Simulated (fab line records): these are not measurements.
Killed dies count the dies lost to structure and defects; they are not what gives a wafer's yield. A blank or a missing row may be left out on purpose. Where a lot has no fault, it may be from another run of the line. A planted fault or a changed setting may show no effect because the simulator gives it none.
A single fault, viewed from 2 desks | flow berkeley-cmos170 | only its own numbers are on each desk; what lay behind them is given at the end

== METROLOGY DESK ==
What the gauges read for every lot (on any tool): the sampled wafers with a number, averaged. A lot is out of limits, marked OUT, if its mean lies more than 4 standard deviations from the usual mean; the brackets give that distance.
Columns: A = NWELL_OVL at UCB170_NWELL_OVL_MEAS_12, usual 0 nm; B = PFIELD_OVL at UCB170_PFIELD_OVL_MEAS_06, usual 3 nm; C = PFIELD_TW at UCB170_PFIELD_TW_MEAS_09, usual 610
lot  | first seen here | A   | B  | C
L326 | day 2 08:06     | 2   | 5  | 602
L327 | day 2 18:37     | -11 | -1 | 613
L328 | day 3 01:30     | -1  | 1  | 602
L329 | day 3 02:07     | 11  | -4 | 612
L330 | day 3 02:11     | -1  | -1 | 683 (+11) OUT
L333 | day 3 23:59     | 6   | 6  | 671 (+9.4) OUT
L335 | day 4 16:55     | 3   | 3  | 611
L340 | day 5 08:55     | 2   | -0 | 612
L343 | day 6 03:31     | -8  | 1  | 601
L344 | day 6 09:55     | -3  | 2  | 612
L345 | day 6 18:19     | -10 | 5  | 615
L347 | day 6 18:28     | 1   | 6  | 619
L346 | day 6 22:29     | 9   | 4  | 618
L348 | day 7 08:19     | -0  | 6  | 597
This desk's result: L330, L333 out of limits, first on L330 (PFIELD_TW at UCB170_PFIELD_TW_MEAS_09), day 5 14:32. In limits: L326, L327, L328, L329, L335, L340, L343, L344, L345, L347, L346, L348.

== FOR THE TOOL OWNER'S DESK: implanter-03 ==
For each lot that ran on this tool, the mean over its sampled wafers that have a number, from the tool's own readings at UCB170_PFIELD_IMPLANT_07. A lot is out of limits, marked OUT, if its mean lies more than 4 standard deviations from the usual mean; the brackets give that distance.
Columns: A = dose-ions-cm2 at UCB170_PFIELD_IMPLANT_07, usual 2.0004e+13; B = faraday-current-uA at UCB170_PFIELD_IMPLANT_07, usual 63.4
lot  | first seen here | A                            | B
L328 | day 5 13:18     | 1.9996e+13                   | 63.2
L329 | day 5 13:35     | 2.0019e+13                   | 63.0
L330 | day 5 14:19     | 2.8398e+13 (+99 or more) OUT | 90.8 (+21) OUT
L333 | day 6 15:44     | 2.8390e+13 (+99 or more) OUT | 89.4 (+20) OUT
L348 | day 9 17:35     | 2.0012e+13                   | 62.8
This desk finds L330, L333 out of limits, L330 being first, at day 5 14:19 (dose-ions-cm2 at UCB170_PFIELD_IMPLANT_07). In limits: L328, L329, L348.

== BROUGHT TOGETHER ==
The tool owner's desk had the chance to raise an alarm at day 5 14:19 on L330, L333.
At day 5 14:32 the metrology desk could have sounded an alarm, on L330, L333.
The lots listed all ran UCB170_PFIELD_IMPLANT_07 on implanter-03.

== WHAT THE SIMULATOR HAD INSERTED ==
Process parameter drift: implanter-03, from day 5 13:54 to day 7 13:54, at UCB170_PFIELD_IMPLANT_07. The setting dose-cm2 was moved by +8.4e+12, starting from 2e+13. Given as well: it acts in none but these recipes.
Shown lots that were struck: L330, L333.
Counting hours from when the fault started, the first reading out of limits came at 0 for the tool owner's desk and at 1 for the metrology desk.
